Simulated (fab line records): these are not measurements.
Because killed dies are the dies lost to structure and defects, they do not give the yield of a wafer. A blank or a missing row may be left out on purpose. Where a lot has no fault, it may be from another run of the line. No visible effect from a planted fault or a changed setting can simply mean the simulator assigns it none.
Chamber matching ; flow berkeley_cmos170 ; UCB170_PWELL_ETCH_14 on rie_diel-03: 4 sister chambers
The step etches Si3N4 in CH3F/Ar/O2, stops on SiO2, target depth 242 nm, time 151 s. 14 wafers are shown with their chamber, then 7 later ones without.

== WAFERS, EACH WITH ITS CHAMBER ==
wafer;chamber;drypump_motor_current_A (A);throttle_valve_pct (%);oes_product_au (a.u.)
L892.1;2;5.8;7.87;0.951
L892.3;1;6.3;8.28;0.949
L892.5;0;5.6;8.15;0.934
L893.1;3;6.2;7.80;0.942
L893.2;2;5.7;7.84;0.957
L893.6;1;6.3;8.27;0.951
L894.2;0;5.6;8.16;0.947
L894.5;1;6.3;8.28;0.957
L894.6;2;5.8;7.83;0.953
L896.3;1;6.3;8.28;0.963
L896.4;0;5.6;8.18;0.939
L896.6;2;5.8;7.85;0.955
L909.1;2;5.8;7.85;0.944
L909.2;0;5.6;8.17;0.933

SIGNATURES (averages over the wafers above)
reading;chamber 0;chamber 1;chamber 2;chamber 3;scatter within a chamber
drypump_motor_current_A;5.600;6.300;5.780;6.200;0.0283
throttle_valve_pct;8.1650;8.2775;7.8480;7.8000;0.0121
oes_product_au;0.93825;0.95500;0.95200;0.94200;0.00585
Rule: a wafer lies at a distance from a chamber equal to the root of the sum of squares, over the readings, of (its reading less the chamber's mean, divided by the reading's scatter). The wafer belongs to the nearest chamber; if the next one is less than 2 further off, it can't be placed. The scatter: the root of (the sum of the squares of (reading less its chamber's mean) over the shown wafers, divided by (wafers less chambers)).

== WAFERS WITHOUT THEIR CHAMBER ==
wafer;drypump_motor_current_A (A);throttle_valve_pct (%);oes_product_au (a.u.)
L909.4;6.2;7.81;0.917
L910.1;6.2;7.83;0.933
L910.2;5.8;7.86;0.953
L910.4;6.3;8.27;0.947
L913.2;5.8;7.85;0.949
L913.3;6.2;7.81;0.938
L913.6;6.3;8.28;0.957

== CHAMBER TAKEN BY EACH ==
wafer;from the rows above;in truth
L909.4;3;3
L910.1;3;3
L910.2;2;2
L910.4;1;1
L913.2;2;2
L913.3;3;3
L913.6;1;1
Correctly placed: 7 of 7. From these rows, 0 cannot be placed. Placed wrongly: 0.
